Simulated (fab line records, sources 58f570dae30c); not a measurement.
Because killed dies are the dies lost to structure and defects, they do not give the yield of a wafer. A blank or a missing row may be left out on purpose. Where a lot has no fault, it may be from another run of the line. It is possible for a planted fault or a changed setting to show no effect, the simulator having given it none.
fab line records + flow berkeleyCmos170
record
- lots=15
- wafers=45
- lastDay=13
route steps=331 shown START@4 M2@291 V2@292
lots untouched by any fault: they come from a run of this same line in which no faults occurred
startH: hours from the record's opening day to when the first of the lot's shown wafers began + waitH: time in hours since the lot's previous step + " identical to the entry in the row above + L1.1+2: one row covering several wafers at once + - no value, or no start given + * or withheld: withheld + < > ~ a bound
route shown NAME@n: NAME is a module with steps in the file, n the number in the route of the first one + usual: average and standard deviation across the fault-free wafers + same: alike in all rows + chamber/n: place in a boat + sites: each site's reading + _std_site: standard deviation across them + _edge_site: mean of outer sites minus mean of inner sites + radiusMm: for every site, how far away it sits from the centre of the wafer + mask NAME#n: copy n + behind: the tool/chamber that last shaped the wafer + hold: the reason the lot was held/the length of the hold in hours/how it ended + device: whichever transistor did not switch (one of n, p or np) + end of line: the route-end tests of the same wafers + a step without rows: its recipe alone + killed: at the first sort, the dies lost to defects and structure; wafer yield is something else + map: per-die view of a wafer (x killed, . not killed, _ where there is no die)
set.NAME: setting as actually run; set.NAME@STEP: the setting as run at that earlier step + model.NAME: the simulator's own value behind a step, which no gauge read
the route's steps for a sample of lots (tables are steps, rows are wafers)
services: when a tool's chamber went out of use (startH, in hours from the record's first day, below 0 if earlier), for how many hours, and the reason
## steps
# step UCB170_START_THK_MEAS_03
# recipe
- reads=SiO2_of_START_OXIDATION_02
# usual
- START_OXIDE_THK=20.1/0.36
| lot.wafer | tool         | chamber | startH | waitH | START_OXIDE_THK[nm] |
|-----------|--------------|---------|--------|-------|---------------------|
| L370.1    | filmMetro-01 | -       | 16.92  | 0.0   | 19.8                |
| L370.3    | "            | -       | "      | "     | 19.8                |
| L370.4    | "            | -       | "      | "     | 20.1                |
| L373.1    | filmMetro-02 | -       | 29.61  | 0.0   | 20.2                |
| L373.3    | "            | -       | "      | "     | 20.0                |
| L373.4    | "            | -       | "      | "     | 19.9                |
| L376.1    | filmMetro-01 | -       | 43.78  | 0.0   | 20.5                |
| L376.4    | "            | -       | "      | "     | 20.3                |
| L376.5    | "            | -       | "      | "     | 20.3                |
| L375.3    | filmMetro-02 | -       | 43.80  | 0.0   | 20.1                |
| L375.4    | "            | -       | "      | "     | 20.2                |
| L375.6    | "            | -       | "      | "     | 19.9                |
| L379.2    | filmMetro-02 | -       | 61.11  | 0.0   | 20.7                |
| L379.5    | "            | -       | "      | "     | 20.8                |
| L379.6    | "            | -       | "      | "     | 21.0                |
| L381.1    | filmMetro-02 | -       | 74.34  | 0.0   | 20.6                |
| L381.2    | "            | -       | "      | "     | 20.1                |
| L381.6    | "            | -       | "      | "     | 20.4                |
| L383.1    | filmMetro-03 | -       | 82.25  | 0.0   | 19.9                |
| L383.2    | "            | -       | "      | "     | 19.9                |
| L383.6    | "            | -       | "      | "     | 19.6                |
| L384.2    | filmMetro-01 | -       | 82.26  | 0.0   | 20.1                |
| L384.3    | "            | -       | "      | "     | 20.2                |
| L384.6    | "            | -       | "      | "     | 20.3                |
| L385.1    | filmMetro-03 | -       | 90.28  | 0.0   | 20.2                |
| L385.2    | "            | -       | "      | "     | 20.8                |
| L385.5    | "            | -       | "      | "     | 19.9                |
| L386.2    | filmMetro-02 | -       | 94.71  | 0.0   | 20.4                |
| L386.3    | "            | -       | "      | "     | 20.5                |
| L386.4    | "            | -       | "      | "     | 20.2                |
| L387.1    | filmMetro-03 | -       | 103.05 | 0.1   | 20.2                |
| L387.2    | "            | -       | "      | "     | 20.0                |
| L387.3    | "            | -       | "      | "     | 20.1                |
| L389.1    | filmMetro-01 | -       | 112.65 | 0.0   | 19.5                |
| L389.4    | "            | -       | "      | "     | 19.4                |
| L389.6    | "            | -       | "      | "     | 19.4                |
| L390.1    | filmMetro-03 | -       | 112.65 | 0.0   | 20.0                |
| L390.4    | "            | -       | "      | "     | 20.3                |
| L390.6    | "            | -       | "      | "     | 20.3                |
| L391.1    | filmMetro-03 | -       | 122.33 | 0.0   | 20.0                |
| L391.4    | "            | -       | "      | "     | 20.1                |
| L391.5    | "            | -       | "      | "     | 20.0                |
| L392.2    | filmMetro-02 | -       | 122.34 | 0.0   | 19.8                |
| L392.3    | "            | -       | "      | "     | 19.9                |
| L392.4    | "            | -       | "      | "     | 19.6                |
# step UCB170_M2_CD_MEAS_90
# recipe
- targetCdNm=700
# usual
- cdNm=700/3.6
| lot.wafer | tool     | chamber | startH | waitH | cdNm |
|-----------|----------|---------|--------|-------|------|
| L370.1    | cdSem-01 | -       | 198.56 | 0.2   | 693  |
| L370.3    | "        | -       | "      | "     | 690  |
| L370.4    | "        | -       | "      | "     | 705  |
| L373.1    | cdSem-01 | -       | 199.03 | 0.1   | 698  |
| L373.3    | "        | -       | "      | "     | 701  |
| L373.4    | "        | -       | "      | "     | 700  |
| L375.3    | cdSem-01 | -       | 228.96 | 0.1   | 702  |
| L375.4    | "        | -       | "      | "     | 700  |
| L375.6    | "        | -       | "      | "     | 701  |
| L376.1    | cdSem-01 | -       | 231.81 | 0.1   | 703  |
| L376.4    | "        | -       | "      | "     | 700  |
| L376.5    | "        | -       | "      | "     | 696  |
| L381.1    | cdSem-02 | -       | 241.96 | 0.1   | 703  |
| L381.2    | "        | -       | "      | "     | 699  |
| L381.6    | "        | -       | "      | "     | 698  |
| L379.2    | cdSem-02 | -       | 242.79 | 0.1   | 694  |
| L379.5    | "        | -       | "      | "     | 697  |
| L379.6    | "        | -       | "      | "     | 698  |
| L383.1    | cdSem-02 | -       | 254.89 | 0.1   | 703  |
| L383.2    | "        | -       | "      | "     | 697  |
| L383.6    | "        | -       | "      | "     | 692  |
| L384.2    | cdSem-01 | -       | 281.69 | 0.1   | 699  |
| L384.3    | "        | -       | "      | "     | 696  |
| L384.6    | "        | -       | "      | "     | 701  |
| L386.2    | cdSem-02 | -       | 290.84 | 0.1   | 696  |
| L386.3    | "        | -       | "      | "     | 696  |
| L386.4    | "        | -       | "      | "     | 694  |
| L385.1    | cdSem-02 | -       | 291.48 | 0.1   | 704  |
| L385.2    | "        | -       | "      | "     | 694  |
| L385.5    | "        | -       | "      | "     | 695  |
| L387.1    | cdSem-01 | -       | 292.20 | 0.1   | 699  |
| L387.2    | "        | -       | "      | "     | 702  |
| L387.3    | "        | -       | "      | "     | 703  |
| L389.1    | cdSem-02 | -       | 295.93 | 0.1   | 698  |
| L389.4    | "        | -       | "      | "     | 696  |
| L389.6    | "        | -       | "      | "     | 695  |
| L390.1    | cdSem-01 | -       | 296.70 | 0.2   | 696  |
| L390.4    | "        | -       | "      | "     | 694  |
| L390.6    | "        | -       | "      | "     | 696  |
| L392.2    | cdSem-01 | -       | 300.28 | 0.1   | 697  |
| L392.3    | "        | -       | "      | "     | 702  |
| L392.4    | "        | -       | "      | "     | 700  |
| L391.1    | cdSem-01 | -       | 300.50 | 0.1   | 704  |
| L391.4    | "        | -       | "      | "     | 705  |
| L391.5    | "        | -       | "      | "     | 703  |
# step UCB170_V2_CVD_00
# recipe
- material=SiO2
- targetThkNm=2000
- tempC=390
- precursor=TEOS/O2
- timeS=250
- rfW=550
- pressureMtorr=9000
# usual
- heaterPowerW=232/53
| lot.wafer | tool     | chamber | startH | waitH | heaterPowerW |
|-----------|----------|---------|--------|-------|--------------|
| L370.1    | pecvd-03 | 1       | 198.68 | 0.1   | 226          |
| L370.3    | "        | 0       | "      | "     | 276          |
| L370.4    | "        | 1       | "      | "     | 275          |
| L373.1    | pecvd-02 | 2       | 199.15 | 0.1   | 237          |
| L373.3    | "        | 2       | "      | "     | 296          |
| L373.4    | "        | 0       | "      | "     | 191          |
| L375.3    | pecvd-03 | 1       | 229.04 | 0.1   | 182          |
| L375.4    | "        | 1       | "      | "     | 253          |
| L375.6    | "        | 0       | "      | "     | 254          |
| L376.1    | pecvd-04 | 2       | 231.93 | 0.1   | 232          |
| L376.4    | "        | 1       | "      | "     | 218          |
| L376.5    | "        | 0       | "      | "     | 187          |
| L381.1    | pecvd-02 | 0       | 242.08 | 0.1   | 240          |
| L381.2    | "        | 2       | "      | "     | 253          |
| L381.6    | "        | 2       | "      | "     | 198          |
| L379.2    | pecvd-03 | 2       | 242.89 | 0.1   | 206          |
| L379.5    | "        | 2       | "      | "     | 147          |
| L379.6    | "        | 1       | "      | "     | 183          |
| L383.1    | pecvd-03 | 1       | 255.01 | 0.1   | 259          |
| L383.2    | "        | 0       | "      | "     | 348          |
| L383.6    | "        | 1       | "      | "     | 181          |
| L384.2    | pecvd-03 | 2       | 281.79 | 0.1   | 202          |
| L384.3    | "        | 0       | "      | "     | 342          |
| L384.6    | "        | 1       | "      | "     | 181          |
| L386.2    | pecvd-04 | 2       | 290.94 | 0.1   | 299          |
| L386.3    | "        | 1       | "      | "     | 200          |
| L386.4    | "        | 2       | "      | "     | 223          |
| L385.1    | pecvd-03 | 2       | 291.60 | 0.1   | 206          |
| L385.2    | "        | 1       | "      | "     | 193          |
| L385.5    | "        | 1       | "      | "     | 256          |
| L387.1    | pecvd-02 | 1       | 292.32 | 0.1   | 235          |
| L387.2    | "        | 2       | "      | "     | 282          |
| L387.3    | "        | 0       | "      | "     | 277          |
| L389.1    | pecvd-04 | 2       | 296.05 | 0.1   | 285          |
| L389.4    | "        | 1       | "      | "     | 146          |
| L389.6    | "        | 0       | "      | "     | 206          |
| L390.1    | pecvd-02 | 2       | 296.82 | 0.1   | 284          |
| L390.4    | "        | 0       | "      | "     | 203          |
| L390.6    | "        | 2       | "      | "     | 203          |
| L392.2    | pecvd-03 | 0       | 300.38 | 0.1   | 346          |
| L392.3    | "        | 2       | "      | "     | 217          |
| L392.4    | "        | 1       | "      | "     | 260          |
| L391.1    | pecvd-04 | 2       | 300.62 | 0.1   | 319          |
| L391.4    | "        | 2       | "      | "     | 221          |
| L391.5    | "        | 0       | "      | "     | 204          |
# step UCB170_V2_PEB_10
# recipe
- pebTempC=130
- pebTimeS=withheld
- resist=KrF
# usual
- chillPlateTempC=23.01/0.1
- exhaustPa=44.9/0.86
| lot.wafer | tool          | chamber | startH | waitH | chillPlateTempC | exhaustPa |
|-----------|---------------|---------|--------|-------|-----------------|-----------|
| L370.1    | lithoTrack-01 | 0       | 200.86 | 0.3   | 22.85           | 46.0      |
| L370.3    | "             | 0       | "      | "     | 22.96           | 45.2      |
| L370.4    | "             | 0       | "      | "     | 22.73           | 44.6      |
| L373.1    | lithoTrack-03 | 0       | 201.39 | 0.3   | 22.91           | 45.4      |
| L373.3    | "             | 0       | "      | "     | 22.83           | 45.5      |
| L373.4    | "             | 0       | "      | "     | 23.04           | 43.3      |
| L375.3    | lithoTrack-01 | 0       | 231.12 | 0.3   | 22.89           | 44.0      |
| L375.4    | "             | 0       | "      | "     | 22.88           | 44.6      |
| L375.6    | "             | 0       | "      | "     | 23.00           | 44.8      |
| L376.1    | lithoTrack-04 | 0       | 233.95 | 0.3   | 22.90           | 44.1      |
| L376.4    | "             | 0       | "      | "     | 23.05           | 43.8      |
| L376.5    | "             | 0       | "      | "     | 23.00           | 45.0      |
| L381.1    | lithoTrack-03 | 0       | 243.65 | 0.1   | 22.79           | 45.1      |
| L381.2    | "             | 0       | "      | "     | 22.96           | 45.7      |
| L381.6    | "             | 0       | "      | "     | 22.90           | 44.7      |
| L379.2    | lithoTrack-03 | -       | 244.49 | 0.1   | -               | -         |
| L379.5    | "             | -       | "      | "     | -               | -         |
| L379.6    | "             | -       | "      | "     | -               | -         |
| L383.1    | lithoTrack-04 | -       | 256.63 | 0.1   | -               | -         |
| L383.2    | "             | -       | "      | "     | -               | -         |
| L383.6    | "             | -       | "      | "     | -               | -         |
| L384.2    | lithoTrack-04 | -       | 284.63 | 0.8   | -               | -         |
| L384.3    | "             | -       | "      | "     | -               | -         |
| L384.6    | "             | -       | "      | "     | -               | -         |
| L386.2    | lithoTrack-03 | 0       | 293.27 | 0.3   | 22.98           | 46.4      |
| L386.3    | "             | 0       | "      | "     | 23.00           | 46.5      |
| L386.4    | "             | 0       | "      | "     | 22.95           | 45.7      |
| L385.1    | lithoTrack-01 | 0       | 294.17 | 0.7   | 23.01           | 45.2      |
| L385.2    | "             | 0       | "      | "     | 23.06           | 44.9      |
| L385.5    | "             | 0       | "      | "     | 23.00           | 44.6      |
| L387.1    | lithoTrack-01 | 0       | 294.44 | 0.2   | 22.92           | 43.5      |
| L387.2    | "             | 0       | "      | "     | 22.98           | 43.6      |
| L387.3    | "             | 0       | "      | "     | 23.05           | 44.5      |
| L389.1    | lithoTrack-04 | 0       | 298.20 | 0.3   | 23.00           | 44.5      |
| L389.4    | "             | 0       | "      | "     | 23.00           | 45.3      |
| L389.6    | "             | 0       | "      | "     | 23.05           | 44.5      |
| L390.1    | lithoTrack-03 | 0       | 298.93 | 0.3   | 23.13           | 44.7      |
| L390.4    | "             | 0       | "      | "     | 22.95           | 43.5      |
| L390.6    | "             | 0       | "      | "     | 23.09           | 44.3      |
| L392.2    | lithoTrack-03 | 0       | 302.40 | 0.3   | 22.95           | 44.7      |
| L392.3    | "             | 0       | "      | "     | 23.07           | 45.4      |
| L392.4    | "             | 0       | "      | "     | 22.97           | 44.8      |
| L391.1    | lithoTrack-03 | 0       | 302.65 | 0.3   | 23.02           | 43.9      |
| L391.4    | "             | 0       | "      | "     | 23.08           | 44.5      |
| L391.5    | "             | 0       | "      | "     | 22.85           | 46.2      |
## services
| tool     | chamber | startH | hours | kind      |
|----------|---------|--------|-------|-----------|
| pecvd-02 | 1       | 180.86 | 31.9  | repair    |
| pecvd-02 | -       | 219.19 | 14.6  | pm        |
| pecvd-03 | 0       | 232.12 | 6.2   | repair    |
| pecvd-04 | -       | 242.51 | 14.0  | pm        |
| pecvd-04 | 0       | 242.51 | 14.0  | ventCycle |
| pecvd-04 | 1       | 242.51 | 14.0  | ventCycle |
| pecvd-04 | 2       | 242.51 | 14.0  | ventCycle |
| pecvd-04 | 0       | 256.51 | -     | clean     |
| pecvd-04 | 1       | 256.51 | -     | clean     |
| pecvd-04 | 2       | 256.51 | -     | clean     |
| pecvd-04 | -       | 273.51 | 14.6  | pm        |
| pecvd-03 | -       | 296.12 | 1.3   | repair    |
## key
firstSign
- step=UCB170_V2_PEB_10
- reading=toolRecord
- direction=missing
effect none on later readings
metAt UCB170_V2_PEB_10
struckLots L379,L383,L384
laterRowsLeftOut L379.2,L379.5,L379.6,L383.1,L383.2,L383.6,L384.2,L384.3,L384.6
sortLeftOut L379.2,L379.5,L379.6,L383.1,L383.2,L383.6,L384.2,L384.3,L384.6
notActingAt UCB170_START_THK_MEAS_03,UCB170_M2_CD_MEAS_90,UCB170_V2_CVD_00
onsetBetween 243.65 244.49
fault
- kind=skippedStepWhole
- tool=lithoTrack-03,lithoTrack-04
- chamber=-
- onsetH=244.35
- steps=UCB170_V2_PEB_10
- scope=struckLotsOnly
# sortLeftOut: the simulated sort isn't trusted on such a fault, so these wafers' sort isn't shown, and their yield isn't known
# laterRowsLeftOut: the simulator's readings of these wafers behind a module that went badly wrong aren't trusted and aren't shown, but for the sort
